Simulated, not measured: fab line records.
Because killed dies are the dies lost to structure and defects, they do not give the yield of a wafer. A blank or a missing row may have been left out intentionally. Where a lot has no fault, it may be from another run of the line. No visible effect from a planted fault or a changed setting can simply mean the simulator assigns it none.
Comparing a struck lot with a sound one    flow rit cmos    27 steps out of a route of 202
Sound: the wafers L960.2, L960.3, L960.5. Struck: wafers L952.3, L952.5, L952.6. The cause comes at the end.
Each step with rows lists, per side, the tool, then ch with its chambers, then its first start. Under that, the readings that differ: sound wafers    struck wafers    difference of the means    sigmas: that difference in standard deviations of wafers without a fault.
alike: a reading whose means differ by less than 2 such deviations, as well as words and numbers matching on both sides. not compared: withheld readings; readings where some wafer has no value; bounds like >300 that might hide an equal value; numbers whose values overlap and for which the record gives no deviation.
The two part at a step that has a row with sigmas, a row that says differs or no value, or rows on one side only. When numbers do not overlap yet have no deviation, they are printed without sigmas and do not part them. A reading that every wafer of one side lacks parts them only if that side has two wafers or more.

RIT_SDANNEAL_RTA_03: time 5 s.
  sound on rtp anneal-01 ch 0, day 6 17:29; struck on rtp anneal-01 ch 0, day 5 03:55
  alike: wafer_temp_C_max
RIT_SDANNEAL_RS_MEAS_04: a four-point-probe measurement.
  sound on film metro-03 at day 6 17:33; struck on film metro-03 at day 5 04:00
reading          sound                 struck                difference  sigmas
PSD_RS (ohm/sq)  115.67 115.51 115.63  116.46 116.17 116.30  +0.71       +3
RIT_SDANNEAL_RS_MEAS_05: a four-point-probe measurement.
  sound on film metro-03 at day 6 17:40; struck on film metro-03 at day 5 04:07
  alike: NSD_RS
RIT_SDANNEAL_RS_MEAS_06: a four-point-probe measurement.
  sound on film metro-03 at day 6 17:47; struck on film metro-03 at day 5 04:14
  alike: PLDD_RS
RIT_SDANNEAL_RS_MEAS_07: a four-point-probe measurement.
  sound on film metro-03 at day 6 17:55; struck on film metro-03 at day 5 04:22
  alike: NLDD_RS
then, 1 step without rows for these wafers: RIT_SILICIDE_WET_ETCH_00 (etches SiO2 in BOE, target depth 14 nm, time 15 s).
RIT_SILICIDE_SPUTTER_01: material Ti, target thk 30 nm, time 240 s.
  sound on pvd sputter-03 at day 6 18:02; struck on pvd sputter-03 at day 5 04:27
  alike: throttle valve pct
RIT_SILICIDE_RS_MEAS_02: a four-point-probe measurement.
  sound on film metro-04 at day 6 18:12; struck on film metro-01 at day 5 04:38
  alike: SILICIDE_TI_RS
RIT_SILICIDE_THK_MEAS_03: measures by xrf.
  sound on film metro-04 at day 6 18:19; struck on film metro-01 at day 5 04:44
  alike: SILICIDE_TI_THK
RIT_SILICIDE_RTA_04: time 10 s, ramp up 5 s, ramp down 5 s.
  sound on rtp anneal-02 ch 0, day 6 18:22; struck on rtp anneal-02 ch 0, day 5 04:49
  alike: wafer_temp_C_max
then, 1 step without rows for these wafers: RIT_SILICIDE_WET_ETCH_05 (etches Ti in SPM, time 120 s).
RIT_SILICIDE_RTA_06: time 10 s, ramp up 5 s, ramp down 10 s.
  sound on rtp anneal-01 ch 0, day 6 18:29; struck on rtp anneal-01 ch 0, day 5 04:55
  alike: wafer_temp_C_max
RIT_CONTACT_CVD_00: deposits SiO2 from TEOS, target thk 400 nm, time 61 s.
  sound on pecvd-04 ch 0,1, day 6 18:32; struck on pecvd-02 ch 0,1, day 5 04:58
  no value came back on the struck wafers for heater power w (W), rf fwd power W (W); on the sound wafers heater power w (W) reads 376 378 390
then, 6 steps without rows for these wafers: RIT_CONTACT_HMDS_02 (prime time 60 s); RIT_CONTACT_COAT_03 (resist thk 1000 nm); RIT_CONTACT_SOFTBAKE_04 (time 60 s); RIT_CONTACT_EXPOSE_05 (exposes mask M11, target cd 1000 nm); RIT_CONTACT_PEB_06; RIT_CONTACT_DEVELOP_07 (develop time 120 s).
RIT_CONTACT_CD_MEAS_08 targets a cd of 1000 nm.
  sound on cd sem-02 at day 6 19:38; struck on cd sem-02 at day 5 06:05
  alike: cd nm
RIT_CONTACT_OVL_MEAS_09:
  sound on overlay-01 at day 6 19:44; struck on overlay-02 at day 5 06:10
  alike: CONTACT_OVL
then, 1 step without rows for these wafers: RIT_CONTACT_HARDBAKE_10 (time 60 s).
RIT_CONTACT_ETCH_11: etches SiO2 in CHF3/CF4/Ar, stops on TiSi2, target depth 480 nm, time 320 s.
  sound on rie diel-01 ch 0,1,3, day 6 19:55; struck on rie diel-04 ch 0,1,2, day 5 06:20
reading                              sound              struck             difference  sigmas
oes product au (a.u.)                0.985 0.999 1.002  0.924 0.941 0.911  -0.070      -5
model.etch.depth nm (nm)             392.4 394.6 399    0 0 0              -395        
model.CONTACT.feature depth nm (nm)  392.4 394.6 399    1e-09 1e-09 1e-09  -4e+02      
  alike: cf4 flow sccm, drypump motor current A, throttle valve pct
  not compared: rf hours counter h
RIT_CONTACT_STRIP_12: strips in O2, time 180 s.
  sound on plasma asher-04 ch 0,1, day 6 20:07; struck on plasma asher-01 ch 0,1, day 5 06:35
  alike: drypump motor current A
  not compared: rf hours counter h
RIT_CONTACT_CD_MEAS_90 targets a cd of 1000 nm.
  sound on cd sem-01 at day 6 20:19; struck on cd sem-01 at day 5 06:45
reading     sound                 struck  difference                     sigmas
cd nm (nm)  1001.7 1003.4 1005.0  - - -   no value on the struck wafers  
then, 1 step without rows for these wafers: RIT_CONTACT_CLEAN_13 (cleans in SC1, time 600 s).
RIT_M1_PROBE_99:
  sound on prober-01 at day 7 00:51; struck on prober-02 at day 5 11:28
reading              sound   struck       difference  sigmas
killed at contacts   0 0 0   263 264 263  +263        +99 or more
killed at front end  7 7 13  1 0 1        -8          -3
killed dies          7 7 13  264 264 264  +255        +94
killed on rim        0 4 4   70 70 70     +67         +48
killed open          4 4 6   0 0 0        -5          -2
  alike: killed short

WHERE THEY PART
Earliest at RIT_SDANNEAL_RS_MEAS_04; latest, in this record, at RIT_M1_PROBE_99.

WHY: whatever the simulator had introduced
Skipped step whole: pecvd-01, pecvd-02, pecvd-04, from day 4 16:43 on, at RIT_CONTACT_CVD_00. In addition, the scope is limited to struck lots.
